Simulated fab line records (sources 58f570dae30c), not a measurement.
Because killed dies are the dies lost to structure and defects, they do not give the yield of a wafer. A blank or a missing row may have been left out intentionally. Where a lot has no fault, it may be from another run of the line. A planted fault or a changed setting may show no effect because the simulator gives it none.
Which tool was responsible? :: flow berkeley cmos170 :: 14 lots, 42 wafers sampled, at 5 steps of a route of 331

## WHAT THE GAUGES SHOWED, per wafer
UCB170_START_BOW_MEAS_00.
lot: L148
measured: day 1 15:02
on: film metro-01
INCOMING_BOW (um): -2 1 -13

lot: L149
measured: day 1 20:00
on: film metro-01
INCOMING_BOW (um): 1 2 10

lot: L150
measured: day 2 01:00
on: film metro-02
INCOMING_BOW (um): -2 -2 6

lot: L153
measured: day 2 16:02
on: film metro-01
INCOMING_BOW (um): 0 2 6

lot: L154
measured: day 2 21:01
on: film metro-01
INCOMING_BOW (um): 4 -5 -7

lot: L155
measured: day 3 02:00
on: film metro-02
INCOMING_BOW (um): -4 -1 7

lot: L156
measured: day 3 07:01
on: film metro-04
INCOMING_BOW (um): 7 6 -11

lot: L157
measured: day 3 12:02
on: film metro-04
INCOMING_BOW (um): 0 12 0

lot: L162
measured: day 4 13:00
on: film metro-02
INCOMING_BOW (um): 15 -1 0

lot: L164
measured: day 4 23:00
on: film metro-01
INCOMING_BOW (um): 0 4 8

lot: L165
measured: day 5 04:01
on: film metro-02
INCOMING_BOW (um): 2 6 -2

lot: L168
measured: day 5 19:00
on: film metro-01
INCOMING_BOW (um): 0 -1 -4

lot: L169
measured: day 6 00:00
on: film metro-01
INCOMING_BOW (um): 12 -6 15

lot: L170
measured: day 6 05:01
on: film metro-01
INCOMING_BOW (um): -4 2 -6

UCB170_ACTIVE_CD_MEAS_13 targets a cd of 1200 nm.
lot: L148
measured: day 5 06:59
on: cd sem-01
cd nm (nm): 1199.0 1199.3 1198.9

lot: L149
measured: day 5 11:13
on: cd sem-02
cd nm (nm): 1199.8 1201.0 1200.1

lot: L150
measured: day 5 10:56
on: cd sem-01
cd nm (nm): 1199.2 1200.2 1199.9

lot: L153
measured: day 6 07:05
on: cd sem-02
cd nm (nm): 1200.1 1200.2 1201.7

lot: L154
measured: day 6 07:10
on: cd sem-01
cd nm (nm): 1200.1 1199.8 1200.9

lot: L155
measured: day 6 06:53
on: cd sem-01
cd nm (nm): 1199.2 1200.0 1198.9

lot: L156
measured: day 6 13:09
on: cd sem-02
cd nm (nm): 1201.8 1201.4 1201.9

lot: L157
measured: day 6 13:22
on: cd sem-01
cd nm (nm): 1199.8 1198.1 1199.6

lot: L162
measured: day 6 22:41
on: cd sem-02
cd nm (nm): 1200.3 1200.1 1200.3

lot: L164
measured: day 7 04:58
on: cd sem-02
cd nm (nm): 1198.2 1198.1 1199.2

lot: L165
measured: day 7 18:48
on: cd sem-02
cd nm (nm): 1198.7 1199.7 1199.1

lot: L168
measured: day 8 14:20
on: cd sem-01
cd nm (nm): 1200.4 1199.2 1199.1

lot: L169
measured: day 9 00:23
on: cd sem-01
cd nm (nm): 1200.1 1198.9 1199.8

lot: L170
measured: day 9 08:31
on: cd sem-02
cd nm (nm): 1197.0 1197.0 1198.7

UCB170_PLDD_TW_MEAS_11.
lot: L148
measured: day 7 04:10
on: film metro-04
PLDD_TW: 1003 1007 1004

lot: L149
measured: day 7 03:19
on: film metro-01
PLDD_TW: 1016 1016 1020

lot: L150
measured: day 7 03:54
on: film metro-01
PLDD_TW: 1021 1017 1023

lot: L153
measured: day 8 11:15
on: film metro-02
PLDD_TW: 1008 1006 1005

lot: L154
measured: day 8 11:13
on: film metro-01
PLDD_TW: 964 966 960

lot: L155
measured: day 8 10:07
on: film metro-02
PLDD_TW: 1004 1007 1010

lot: L156
measured: day 8 10:56
on: film metro-02
PLDD_TW: 1006 1009 1006

lot: L157
measured: day 8 10:24
on: film metro-01
PLDD_TW: 963 964 963

lot: L162
measured: day 9 12:37
on: film metro-02
PLDD_TW: 1010 1011 1011

lot: L164
measured: day 9 21:08
on: film metro-01
PLDD_TW: 1012 1017 1014

lot: L165
measured: day 10 01:56
on: film metro-02
PLDD_TW: 1008 1007 1011

lot: L168
measured: day 10 19:40
on: film metro-02
PLDD_TW: 1012 1008 1007

lot: L169
measured: day 11 04:06
on: film metro-04
PLDD_TW: 1007 1002 1007

lot: L170
measured: day 11 13:22
on: film metro-02
PLDD_TW: 1008 1012 1006

UCB170_SDANNEAL_RS_MEAS_04: the measuring method here is four-point-probe.
lot: L148
measured: day 7 22:19
on: film metro-04
PLDD_RS (ohm/sq): 1031 1028 1035

lot: L149
measured: day 7 21:05
on: film metro-02
PLDD_RS (ohm/sq): 1030 1032 1033

lot: L150
measured: day 7 21:55
on: film metro-01
PLDD_RS (ohm/sq): 1032 1030 1032

lot: L153
measured: day 9 11:46
on: film metro-04
PLDD_RS (ohm/sq): 1036 1032 1031

lot: L154
measured: day 9 11:24
on: film metro-02
PLDD_RS (ohm/sq): 1045 1046 1046

lot: L155
measured: day 9 11:23
on: film metro-01
PLDD_RS (ohm/sq): 1038 1038 1036

lot: L156
measured: day 9 11:16
on: film metro-04
PLDD_RS (ohm/sq): 1030 1035 1035

lot: L157
measured: day 9 12:26
on: film metro-04
PLDD_RS (ohm/sq): 1052 1051 1052

lot: L162
measured: day 10 01:15
on: film metro-04
PLDD_RS (ohm/sq): 1032 1031 1031

lot: L164
measured: day 10 07:33
on: film metro-02
PLDD_RS (ohm/sq): 1034 1030 1032

lot: L165
measured: day 10 18:25
on: film metro-01
PLDD_RS (ohm/sq): 1035 1031 1033

lot: L168
measured: day 11 08:31
on: film metro-01
PLDD_RS (ohm/sq): 1033 1034 1032

lot: L169
measured: day 11 17:55
on: film metro-01
PLDD_RS (ohm/sq): 1035 1033 1034

lot: L170
measured: day 12 00:30
on: film metro-02
PLDD_RS (ohm/sq): 1033 1034 1034

## WHAT TOOL EACH LOT RAN ON (gives the tool, then ch and the chambers of the sampled wafers, and finally the start)
lot: L148
UCB170_PLDD_IMPLANT_08: implanter-04 ch 0, day 7 03:47

lot: L149
UCB170_PLDD_IMPLANT_08: implanter-04 ch 0, day 7 02:55

lot: L150
UCB170_PLDD_IMPLANT_08: implanter-02 ch 0, day 7 03:30

lot: L153
UCB170_PLDD_IMPLANT_08: implanter-01 ch 0, day 8 10:53

lot: L154
UCB170_PLDD_IMPLANT_08: implanter-02 ch 0, day 8 10:50

lot: L155
UCB170_PLDD_IMPLANT_08: implanter-04 ch 0, day 8 09:43

lot: L156
UCB170_PLDD_IMPLANT_08: implanter-01 ch 0, day 8 10:34

lot: L157
UCB170_PLDD_IMPLANT_08: implanter-02 ch 0, day 8 10:02

lot: L162
UCB170_PLDD_IMPLANT_08: implanter-04 ch 0, day 9 12:13

lot: L164
UCB170_PLDD_IMPLANT_08: implanter-01 ch 0, day 9 20:44

lot: L165
UCB170_PLDD_IMPLANT_08: implanter-01 ch 0, day 10 01:33

lot: L168
UCB170_PLDD_IMPLANT_08: implanter-04 ch 0, day 10 19:16

lot: L169
UCB170_PLDD_IMPLANT_08: implanter-02 ch 0, day 11 03:42

lot: L170
UCB170_PLDD_IMPLANT_08: implanter-04 ch 0, day 11 12:58
- UCB170_PLDD_IMPLANT_08

## WHAT THE TOOLS THEMSELVES READ (means of the sampled wafers that have a number; where no wafer has one, the mark that the record gives instead)
UCB170_PLDD_IMPLANT_08.
lot: L148
tool: implanter-04
beam energy keV: 10.0010
beam on s (s): 9.84
dose ions cm2: 5e+13
faraday current uA: 160.5

lot: L149
tool: implanter-04
beam energy keV: 9.9976
beam on s (s): 9.95
dose ions cm2: 5e+13
faraday current uA: 158.9

lot: L150
tool: implanter-02
beam energy keV: 10.0012
beam on s (s): 9.98
dose ions cm2: 5e+13
faraday current uA: 158.5

lot: L153
tool: implanter-01
beam energy keV: 9.9976
beam on s (s): 10.08
dose ions cm2: 5e+13
faraday current uA: 157.5

lot: L154
tool: implanter-02
beam energy keV: 6.5011
beam on s (s): 16.06
dose ions cm2: 5e+13
faraday current uA: 98.6

lot: L155
tool: implanter-04
beam energy keV: 10.0010
beam on s (s): 10.10
dose ions cm2: 5e+13
faraday current uA: 156.8

lot: L156
tool: implanter-01
beam energy keV: 10.0027
beam on s (s): 10.00
dose ions cm2: 5e+13
faraday current uA: 158.7

lot: L157
tool: implanter-02
beam energy keV: 6.4938
beam on s (s): 15.82
dose ions cm2: 5e+13
faraday current uA: 100.3

lot: L162
tool: implanter-04
beam energy keV: 10.0009
beam on s (s): 10.19
dose ions cm2: 5e+13
faraday current uA: 155.3

lot: L164
tool: implanter-01
beam energy keV: 9.9992
beam on s (s): 9.90
dose ions cm2: 5e+13
faraday current uA: 159.7

lot: L165
tool: implanter-01
beam energy keV: 10.0030
beam on s (s): 10.07
dose ions cm2: 5e+13
faraday current uA: 157.7

lot: L168
tool: implanter-04
beam energy keV: 9.9994
beam on s (s): 9.93
dose ions cm2: 5e+13
faraday current uA: 159.7

lot: L169
tool: implanter-02
beam energy keV: 9.9994
beam on s (s): 10.00
dose ions cm2: 5e+13
faraday current uA: 158.9

lot: L170
tool: implanter-04
beam energy keV: 10.0033
beam on s (s): 10.09
dose ions cm2: 5e+13
faraday current uA: 157.5

## THE ANSWER, worked out from the rows above alone
Rule: the lots themselves supply what counts as usual. The widest of any qualifying gaps counts: lots, ordered by their means at a reading, are off when they make up no more than a third of the lots, leave a main group of 4 or more, and stand apart from it by 3 or more times the standard deviation of that group's means. The tables above print the reading to a certain number of digits; a main group whose means all agree to those digits is not used. Also off: a lot with no number at a reading for which 4 or more lots have one. Any other lot the step has rows for is counted as sound. The gauges are gone through in route order, then the tools' own readings, and for those a lot's mean is taken as printed above. The first step at which some lot is off is used, and at that step the reading that is off furthest; a lot without a number counts as furthest.
Off: L154, L157, seen at UCB170_PLDD_TW_MEAS_11 (PLDD_TW). Main group: mean 1010, sd 4.7.
If a tool, at a process step before that reading, ran all the lots that are off and no sound lot after the first of them, it fits. Not tried: the gauges at UCB170_PLDD_TW_MEAS_11; whatever is off there is also off at UCB170_SDANNEAL_RS_MEAS_04, on other tools, and gauge error can't account for it. Not one of the candidates tried fits.

## WHAT THE SIMULATOR HAD PUT IN
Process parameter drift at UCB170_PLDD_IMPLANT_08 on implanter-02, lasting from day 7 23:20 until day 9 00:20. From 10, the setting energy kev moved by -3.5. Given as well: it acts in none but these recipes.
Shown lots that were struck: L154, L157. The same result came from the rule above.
